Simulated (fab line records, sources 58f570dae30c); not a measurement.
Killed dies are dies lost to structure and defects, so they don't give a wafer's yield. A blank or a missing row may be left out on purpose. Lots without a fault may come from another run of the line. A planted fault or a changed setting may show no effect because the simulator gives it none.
Problem report in the 8D (eight disciplines) form, filled by code | flow berkeley_cmos170 | the parts of the form that need people (team, actions taken, sign-off) are left out

1. THE PROBLEM
prime_temp_c at UCB170_M2_HMDS_04 reads a mean of 100.94 C on 5 wafers of 2 lots; wafers without a fault read 99.96 C with a standard deviation of 0.13. That is +7.5 standard deviations from the usual mean.
The step: prime time 60 s.
First seen on wafer L123.3, day 10 13:50, on litho_track-02. The record holds 17 wafers of 6 lots with a number at this step. Rule for "out", or "out of limits": more than 4 standard deviations from the usual mean. The other wafers with a number count as sound.

2. WHAT IT IS AND WHAT IT IS NOT
question                    | is                     | is not
which readings at this step | prime_temp_c           | -
which lots                  | L123, L124             | L114, L119, L126, L132
which wafers of those lots  | all that have a number | -
read on which tools         | litho_track-02         | litho_track-01, litho_track-04
when                        | from day 10 13:50      | up to then (6 sound wafers); but 6 sound wafers of L126, L132 came after

3. SUSPECTS, AND WHAT RULES EACH OUT
Counting: a tool at a process step up to the reading stays a suspect if it ran every lot that is out and no sound lot after the first of them.
- litho_track-02 at UCB170_M2_HMDS_04 (prime time 60 s): kept. It ran every lot that is out, first L123 (day 10 13:50), and no sound lot after that; its last sound lot up to then is L114 (day 8 22:01). Its own readings are out on those wafers: prime_temp_c.
Left after counting: litho_track-02 at UCB170_M2_HMDS_04.

4. THE CAUSE (what the simulator had put in)
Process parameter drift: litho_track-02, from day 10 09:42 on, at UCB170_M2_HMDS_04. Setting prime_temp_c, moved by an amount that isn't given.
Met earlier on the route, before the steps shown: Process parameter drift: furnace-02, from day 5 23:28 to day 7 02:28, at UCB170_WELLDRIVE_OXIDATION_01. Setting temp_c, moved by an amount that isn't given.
Counting left only this tool.

5. THE CHAIN OF EFFECTS, in route order
Each row: a reading whose mean over the struck wafers that have a number lies more than 3 standard deviations from the usual. Only readings for which the record gives a usual standard deviation are gone through. hours: the time from each lot's start at the first step in this table that gives one to its start at this step, as a median over the lots. sigmas: the change in usual standard deviations.
hours | step              | reading      | usual   | on struck wafers | change | sigmas
0     | UCB170_M2_HMDS_04 | prime_temp_c | 99.96 C | 100.94           | +0.98  | +7.5
The process steps in it:
- UCB170_M2_HMDS_04: prime time 60 s.

6. WHAT WOULD HAVE CAUGHT IT SOONER
In this record the first reading out of limits was taken at day 10 13:50, 4 hours after the fault began at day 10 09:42.
